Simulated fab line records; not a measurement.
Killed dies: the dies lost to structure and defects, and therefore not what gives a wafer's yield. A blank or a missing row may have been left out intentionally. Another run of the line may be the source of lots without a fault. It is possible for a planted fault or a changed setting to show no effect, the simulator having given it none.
Tool commonality check | flow rit cmos | 16 lots and 48 wafers in the sample

== THE REASON FOR OPENING IT ==
At RIT_PRETRO_OVL_MEAS_06 the reading PRETRO_OVL is flagged on 4 of 16 lots. Wafers without a fault read -0.5 nm, standard deviation 1.4.
Rule: a lot gets a flag if all its wafers with a number sit over 4 standard deviations from that mean, or if no wafer of it has a number. The rest of the lots are taken to be sound.

lot  | measured    | on         | PRETRO_OVL (nm), wafer by wafer | flag
L926 | day 2 07:20 | overlay-01 | 0.6 0.0 -1.2                    |
L927 | day 2 16:32 | overlay-02 | 0.6 -0.9 1.2                    |
L928 | day 2 23:32 | overlay-01 | -1.1 -0.8 1.4                   |
L929 | day 3 06:05 | overlay-01 | -2.8 -0.3 -2.7                  |
L931 | day 3 16:03 | overlay-01 | -5.0 -1.9 -3.2                  |
L934 | day 4 05:01 | overlay-01 | -1.0 -1.1 -2.3                  |
L935 | day 4 10:01 | overlay-02 | -1.6 0.3 -0.2                   |
L936 | day 4 18:04 | overlay-01 | -1.9 0.0 -1.8                   |
L938 | day 5 01:52 | overlay-01 | -0.5 1.0 0.1                    |
L939 | day 5 06:43 | overlay-01 | 0.9 0.0 -0.6                    |
L940 | day 5 09:02 | overlay-02 | -150.9 -150.9 -150.1            | FLAGGED
L941 | day 5 13:57 | overlay-01 | -149.8 -149.9 -147.6            | FLAGGED
L942 | day 5 18:13 | overlay-02 | -150.6 -149.6 -151.7            | FLAGGED
L943 | day 5 22:24 | overlay-02 | -148.1 -149.4 -148.4            | FLAGGED
L944 | day 6 03:04 | overlay-02 | 2.4 1.1 -0.3                    |
L949 | day 7 05:16 | overlay-01 | -3.7 -2.6 -3.2                  |
Averaged over the flagged lots the numbers come to -149.8 nm, -149.2 nm from the usual (-99 or more standard deviations).

== WHICH TOOL RAN EACH LOT ==
The record keeps 1 process step preceding the reading, out of 202 steps on the route. Read each cell as the tool, then ch plus the chambers that the sampled wafers visited, then the start.
lot  | flag    | RIT_PRETRO_EXPOSE_03
L926 |         | iline stepper-02 ch 0, day 2 06:54
L927 |         | iline stepper-01 ch 0, day 2 16:07
L928 |         | iline stepper-02 ch 0, day 2 23:07
L929 |         | iline stepper-01 ch 0, day 3 05:41
L931 |         | iline stepper-01 ch 0, day 3 15:39
L934 |         | iline stepper-01 ch 0, day 4 04:36
L935 |         | iline stepper-01 ch 0, day 4 09:33
L936 |         | iline stepper-02 ch 0, day 4 17:35
L938 |         | iline stepper-02 ch 0, day 5 01:26
L939 |         | iline stepper-01 ch 0, day 5 06:11
L940 | FLAGGED | iline stepper-02 ch 0, day 5 08:37
L941 | FLAGGED | iline stepper-02 ch 0, day 5 13:31
L942 | FLAGGED | iline stepper-02 ch 0, day 5 17:49
L943 | FLAGGED | iline stepper-02 ch 0, day 5 21:59
L944 |         | iline stepper-01 ch 0, day 6 02:38
L949 |         | iline stepper-01 ch 0, day 7 04:50
What the steps here do:
- RIT_PRETRO_EXPOSE_03: exposes mask M5, target cd 43700 nm.
- RIT_PRETRO_OVL_MEAS_06

== FLAGGED AGAINST TOTAL, ONE TOOL AT A TIME (gauges that did the reading follow at the end) ==
step                   | tool             | lots run | flagged | share of the flagged lots | sound lots run after its first flagged lot
RIT_PRETRO_EXPOSE_03   | iline stepper-01 | 8        | 0       | none                      | -
RIT_PRETRO_EXPOSE_03   | iline stepper-02 | 8        | 4       | all                       | 0
RIT_PRETRO_OVL_MEAS_06 | overlay-01       | 10       | 1       | some                      | 1 (L949)
RIT_PRETRO_OVL_MEAS_06 | overlay-02       | 6        | 3       | some                      | 1 (L944)

== WHAT THE TABLE ALLOWS ==
All flagged lots share 1 row of the table, namely iline stepper-02 at RIT_PRETRO_EXPOSE_03.
- iline stepper-02 at RIT_PRETRO_EXPOSE_03: 4 of its 8 lots flagged. Last sound lot L938 at day 5 01:26, first flagged lot L940 at day 5 08:37; a fault beginning in between fits.
Left over: one tool, iline stepper-02 at RIT_PRETRO_EXPOSE_03.

== WHAT WAS PUT IN BY THE SIMULATOR ==
Scanner matching overlay: iline stepper-02, from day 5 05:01 on, at RIT_PRETRO_EXPOSE_03. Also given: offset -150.
Struck lots among those shown: L940, L941, L942, L943. The rule above reached the same finding.
